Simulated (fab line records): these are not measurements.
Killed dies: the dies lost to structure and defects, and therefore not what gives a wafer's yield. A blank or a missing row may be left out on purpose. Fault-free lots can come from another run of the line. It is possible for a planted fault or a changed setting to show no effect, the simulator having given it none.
fab line records | flow rit_cmos
record: lots: 6 wafers: 18 last_day: 7
route steps=202 shown PWELL@44 WELLDRIVE@50 NWELL@51 NRETRO@53
lots that met no fault: from a run of the same line without faults
start_h: hours from the record's first day to the start of the lot's first wafer shown | wait_h: hours elapsed since this lot's preceding step | " repeats the value in the row above | L1.1+2: one row covering several wafers at once | - either no value or no given start | * or withheld: withheld | < > ~ a bound
route shown NAME@n: a module of which the file shows steps, and the number in the route of the first | usual: mean/standard deviation taken from wafers without a fault | same: alike in all rows | chamber/n: place in a boat | sites: each site's reading | _std_site: how widely they spread, as a standard deviation | _edge_site: mean of outer sites minus mean of inner sites | radius_mm: for every site, how far away it sits from the centre of the wafer | mask NAME#n: copy n | behind: the tool/chamber that last shaped the wafer | hold: what put the lot on hold/how long, in hours/how the hold closed | device: names the non-switching transistor (n, p or np) | end of line: the route-end tests of the same wafers | a step without rows: its recipe alone | killed: dies lost to structure and defects at the first sort, not the wafer's yield | map: a wafer's dies, marking killed ones x, the rest . and places with no die _
set.NAME: setting as actually run; set.NAME@STEP: the setting as run at that earlier step | model.NAME: the simulator's own value behind a step, which no gauge read
a table for each step, a row for each wafer; lots at some steps of the route
services: from which hour (start_h, from the record's first day; less than 0 if before it) a tool's chamber was out of use, for how many hours, and why
== steps ==
step: RIT_PWELL_DEVELOP_05
recipe: resist: NOVOLAK develop_time_s: 68 dev_temp_c: 23
step: RIT_PWELL_OVL_MEAS_06
usual: PWELL_OVL: 0.1/1.4
columns lot.wafer tool chamber start_h wait_h PWELL_OVL[nm]
L509.1 overlay-02 - 67.32 - 2.6
L509.3 " - " " 1.2
L509.4 " - " " 1.8
L510.3 overlay-01 - 72.87 - 1.6
L510.4 " - " " 0.9
L510.5 " - " " -0.2
L511.2 overlay-02 - 77.48 - -1.3
L511.3 " - " " -0.5
L511.4 " - " " -0.7
L512.1 overlay-02 - 82.15 - -1.1
L512.4 " - " " 0.7
L512.5 " - " " -0.2
L521.2 overlay-01 - 126.93 - 0.7
L521.3 " - " " 2.1
L521.5 " - " " 0.8
L523.3 overlay-01 - 137.08 - -0.4
L523.4 " - " " -0.8
L523.6 " - " " -1.5
step: RIT_PWELL_HARDBAKE_07
recipe: resist: NOVOLAK temp_c: 140 time_s: 120
step: RIT_PWELL_IMPLANT_08
recipe: species: B energy_kev: 167.2 dose_cm2: 7e+13 tilt_deg: 7
step: RIT_PWELL_STRIP_09
recipe: chemistry: O2 time_s: 180 resist: NOVOLAK platen_temp_c: withheld power_w: 500 pressure_mtorr: 4000 o2_flow_sccm: 4000
usual: drypump_motor_current_A: 5.59/0.27
columns lot.wafer tool chamber start_h wait_h drypump_motor_current_A rf_hours_counter_h
L509.1 plasma_asher-02 0 67.75 0.1 5.31 41
L509.3 " 0 " " 5.27 -
L509.4 " 1 " " 5.70 -
L510.3 plasma_asher-03 1 73.35 0.1 5.43 -
L510.4 " 0 " " 5.85 -
L510.5 " 1 " " 5.42 -
L511.2 plasma_asher-02 1 77.91 0.1 5.71 43
L511.3 " 1 " " 5.70 -
L511.4 " 0 " " 5.30 -
L512.1 plasma_asher-02 0 82.59 0.1 5.24 43
L512.4 " 1 " " 5.71 -
L512.5 " 1 " " 5.71 -
L521.2 plasma_asher-02 1 127.36 0.1 5.68 1
L521.3 " 1 " " 5.68 -
L521.5 " 1 " " 5.67 -
L523.3 plasma_asher-02 1 137.57 0.1 5.70 -
L523.4 " 0 " " 5.31 -
L523.6 " 0 " " 5.34 -
step: RIT_PWELL_TW_MEAS_10
usual: PWELL_TW: 956/11
columns lot.wafer tool chamber start_h wait_h PWELL_TW
L509.1 film_metro-02 - 67.93 0.1 969
L509.3 " - " " 960
L509.4 " - " " 957
L510.3 film_metro-04 - 73.49 0.1 937
L510.4 " - " " 941
L510.5 " - " " 937
L511.2 film_metro-04 - 78.09 0.1 944
L511.3 " - " " 940
L511.4 " - " " 940
L512.1 film_metro-01 - 82.76 0.1 975
L512.4 " - " " 974
L512.5 " - " " 970
L521.2 film_metro-04 - 127.55 0.1 941
L521.3 " - " " 938
L521.5 " - " " 937
L523.3 film_metro-01 - 137.70 0.1 963
L523.4 " - " " 967
L523.6 " - " " 965
step: RIT_WELLDRIVE_ANNEAL_00
recipe: temp_c: 1100 time_s: 14700 ambient: N2
step: RIT_WELLDRIVE_RS_MEAS_01
recipe: thk_meas_gauge: four-point-probe
usual: NWELL_RS: 275.2/0.64
columns lot.wafer tool chamber start_h wait_h NWELL_RS[ohm/sq]
L509.1 film_metro-01 - 73.07 0.0 275.5
L509.3 " - " " 275.3
L509.4 " - " " 275.5
L510.3 film_metro-01 - 78.65 0.0 274.6
L510.4 " - " " 276.0
L510.5 " - " " 276.4
L511.2 film_metro-01 - 83.32 0.0 275.5
L511.3 " - " " 275.1
L511.4 " - " " 274.7
L512.1 film_metro-04 - 88.12 0.0 275.5
L512.4 " - " " 274.8
L512.5 " - " " 275.6
L521.2 film_metro-04 - 133.23 0.0 276.3
L521.3 " - " " 276.5
L521.5 " - " " 275.9
L523.3 film_metro-04 - 143.02 0.0 275.6
L523.4 " - " " 275.7
L523.6 " - " " 276.1
step: RIT_WELLDRIVE_RS_MEAS_02
recipe: thk_meas_gauge: four-point-probe
usual: PWELL_RS: 430.5/1.2
columns lot.wafer tool chamber start_h wait_h PWELL_RS[ohm/sq]
L509.1 film_metro-01 - 73.19 0.1 430.5
L509.3 " - " " 429.9
L509.4 " - " " 429.3
L510.3 film_metro-01 - 78.77 0.1 430.9
L510.4 " - " " 431.2
L510.5 " - " " 430.8
L511.2 film_metro-01 - 83.44 0.1 432.6
L511.3 " - " " 432.2
L511.4 " - " " 431.6
L512.1 film_metro-04 - 88.24 0.1 428.9
L512.4 " - " " 429.8
L512.5 " - " " 428.7
L521.2 film_metro-04 - 133.35 0.1 431.6
L521.3 " - " " 430.7
L521.5 " - " " 431.5
L523.3 film_metro-04 - 143.14 0.1 429.0
L523.4 " - " " 429.1
L523.6 " - " " 429.5
step: RIT_NRETRO_HMDS_00
recipe: prime_time_s: 60 prime_temp_c: 140
step: RIT_NRETRO_COAT_01
recipe: resist: NOVOLAK spin_rpm: 2000 resist_thk_nm: 1300
step: RIT_NRETRO_SOFTBAKE_02
recipe: resist: NOVOLAK temp_c: 90 time_s: 60
step: RIT_NRETRO_EXPOSE_03
recipe: mask_id: M4 na: 0.57 target_cd_nm: 43900 dose_mj: 250
usual: exposure_dose_mJ_cm2: 250.00/0.23 focus_offset_nm: -0.1/0.54
columns lot.wafer tool chamber start_h wait_h mask exposure_dose_mJ_cm2 focus_offset_nm
L509.1 iline_stepper-01 0 73.76 0.1 M4#0 250.21 0.2
L509.3 " 0 " " M4#0 250.26 0.5
L509.4 " 0 " " M4#0 249.83 0.3
L510.3 iline_stepper-02 0 79.47 0.2 M4#0 249.50 0.1
L510.4 " 0 " " M4#0 249.89 0.1
L510.5 " 0 " " M4#0 249.75 -0.3
L511.2 iline_stepper-01 - 84.13 0.2 M4#0 - -
L511.3 " - " " M4#0 - -
L511.4 " - " " M4#0 - -
L512.1 iline_stepper-02 - 88.93 0.2 M4#0 - -
L512.4 " - " " M4#0 - -
L512.5 " - " " M4#0 - -
L521.2 iline_stepper-02 0 133.92 0.1 M4#0 249.99 -0.9
L521.3 " 0 " " M4#0 250.17 0.1
L521.5 " 0 " " M4#0 250.15 1.2
L523.3 iline_stepper-01 0 143.72 0.1 M4#0 250.18 0.1
L523.4 " 0 " " M4#0 249.93 0.7
L523.6 " 0 " " M4#0 250.36 -0.3
step: RIT_NRETRO_PEB_04
recipe: resist: NOVOLAK temp_c: withheld time_s: withheld
== services ==
columns tool chamber start_h hours kind
iline_stepper-01 - 57.26 2.1 pm
iline_stepper-01 - 59.34 - consumable_replace:lamp
plasma_asher-03 - 96.68 6.2 repair
plasma_asher-02 - 108.75 9.0 pm
plasma_asher-02 0 108.75 9.0 vent_cycle
plasma_asher-02 1 108.75 9.0 vent_cycle
plasma_asher-02 0 117.75 - clean
plasma_asher-02 1 117.75 - clean
== key ==
first_sign: step: RIT_NRETRO_EXPOSE_03 reading: tool_record direction: missing
effect none on later readings
met_at RIT_NRETRO_EXPOSE_03
struck_wafers L511.2,L511.3,L511.4,L512.1,L512.4,L512.5
sort_left_out L511.2,L511.3,L511.4,L512.1,L512.4,L512.5
tester_left_out L511,L512
onset_between 79.47 84.13
fault: kind: skipped_step_whole tool: iline_stepper-01,iline_stepper-02 chamber: - onset_h: 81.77 steps: RIT_NRETRO_EXPOSE_03 scope: struck_lots_only
tester_left_out: of these lots the tester's yield and bins aren't shown, on N5 and GAA mostly nor the transistor test; their killed dies are dies lost to structure and defects alone, not to doping, threshold or leakage, so they don't give the yield
sort_left_out: the simulated sort isn't trusted on such a fault, so these wafers' sort isn't shown, and their yield isn't known
